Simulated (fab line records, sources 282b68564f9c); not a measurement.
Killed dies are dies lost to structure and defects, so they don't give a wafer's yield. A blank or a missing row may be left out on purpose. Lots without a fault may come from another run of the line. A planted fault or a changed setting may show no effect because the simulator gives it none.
A struck lot beside a sound one | flow rit_cmos | 15 steps out of a route of 202
Sound: wafers L500.2, L500.5, L500.6. Struck: wafers L512.1, L512.3, L512.6. The cause comes at the end.
At each step with rows: each side's tool, then ch and its chambers, then its first start. Under that, the readings that differ: sound wafers | struck wafers | difference of the means | sigmas: that difference in standard deviations of wafers without a fault.
alike: readings whose means differ by less than 2 such deviations, and words and numbers that are the same on both sides. not compared: withheld readings, readings that some wafer has no value for, bounds like >300 that may hide the same value, and numbers for which the record gives no deviation and whose values overlap.
The two part at a step that has a row with sigmas, a row that says differs or no value, or rows on one side only. Numbers that don't overlap but have no deviation are shown without sigmas and don't part them. A reading that every wafer of one side lacks parts them only if that side has two wafers or more.

RIT_NSD_TW_MEAS_10:
  sound on film_metro-04, day 3 02:07; struck on film_metro-01, day 5 11:01
  alike: NSD_TW
then, 6 steps without rows for these wafers: RIT_PSD_HMDS_00 (prime time 60 s); RIT_PSD_COAT_01 (resist thk 1000 nm); RIT_PSD_SOFTBAKE_02 (time 60 s); RIT_PSD_EXPOSE_03 (exposes mask M10, target cd 40900 nm); RIT_PSD_PEB_04; RIT_PSD_DEVELOP_05 (develop time 50 s).
RIT_PSD_OVL_MEAS_06:
  sound on overlay-01, day 3 03:11; struck on overlay-01, day 5 11:55
  alike: PSD_OVL
then, 2 steps without rows for these wafers: RIT_PSD_HARDBAKE_07 (time 60 s); RIT_PSD_IMPLANT_08.
RIT_PSD_STRIP_09: strips in O2, time 180 s.
  sound on plasma_asher-01 ch 0,1, day 3 03:31; struck on plasma_asher-03 ch 0,1, day 5 12:16
  alike: drypump_motor_current_A, o2_flow_sccm
  not compared: rf_hours_counter_h
RIT_PSD_TW_MEAS_10:
  sound on film_metro-04, day 3 03:42; struck on film_metro-04, day 5 12:26
  alike: PSD_TW
RIT_SDANNEAL_CLEAN_00: cleans in SC1, time 600 s.
  sound on wet_bench-03 ch 2, day 3 03:45; struck on wet_bench-01 ch 3, day 5 12:29
  no value came back on the struck wafers for bath_guard_temp_C (C), bath_heat_duty_pct (%); on the sound wafers bath_guard_temp_C (C) reads 74.9 75.1 75.0
then, 1 step without rows for these wafers: RIT_SDANNEAL_CLEAN_01 (cleans in dHF, time 30 s).
RIT_M1_PROBE_99:
  sound on prober-02, day 3 11:35; struck on prober-02, day 6 00:06
  alike: killed_at_M0_to_M3, killed_at_front_end, killed_dies, killed_open, killed_short

WHERE THEY PART
Only at RIT_SDANNEAL_CLEAN_00, within this record. Later steps at which nothing parts them and some readings are alike: RIT_M1_PROBE_99.

WHY: what the simulator had put in
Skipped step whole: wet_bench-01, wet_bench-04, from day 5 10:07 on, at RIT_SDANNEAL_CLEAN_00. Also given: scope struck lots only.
